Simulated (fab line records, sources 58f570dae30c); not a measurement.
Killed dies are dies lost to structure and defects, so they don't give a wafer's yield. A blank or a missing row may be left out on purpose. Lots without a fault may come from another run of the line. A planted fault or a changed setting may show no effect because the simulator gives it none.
Chamber matching | flow berkeley_cmos170 | UCB170_V2_CMP_02 on cmp-01: 4 sister chambers
The step polishes SiO2. 4 wafers are shown with their chamber, then 7 later ones without.

WAFERS WITH THEIR CHAMBER
wafer  | chamber | motor_current_A (A)
L119.2 | 0       | 16.3
L125.1 | 1       | 14.7
L129.6 | 3       | 15.8
L130.5 | 2       | 16.8

WAFERS WITHOUT THEIR CHAMBER
wafer  | motor_current_A (A)
L130.6 | 15.4
L131.2 | 16.3
L131.3 | 15.1
L131.6 | 16.4
L139.1 | 15.0
L139.3 | 14.9
L139.4 | 15.1

WHICH CHAMBER EACH WENT THROUGH
wafer  | from the rows above          | in truth
L130.6 | can't be placed: 3 or 1 or 0 | 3
L131.2 | can't be placed: 0 or 2 or 3 | 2
L131.3 | can't be placed: 1 or 3      | 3
L131.6 | can't be placed: 0 or 2 or 3 | 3
L139.1 | can't be placed: 1 or 3      | 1
L139.3 | 1                            | 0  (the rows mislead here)
L139.4 | can't be placed: 1 or 3      | 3
Placed correctly: 0 of 7. Can't be placed from these rows: 6 (the true chamber is among the candidates in 6). Placed wrongly: 1.
How it was worked out, from the rows above alone: a wafer's distance from a chamber is the root of the sum, over the readings, of the square of ((its reading less the chamber's mean) divided by the reading's scatter). The wafer belongs to the nearest chamber; if the next one is less than 2 further off, it can't be placed. A chamber's mean is the mean of its shown wafers. The scatter: with one shown wafer a chamber, the root of the mean of the squares of how far each hidden wafer lies from its nearest shown one.
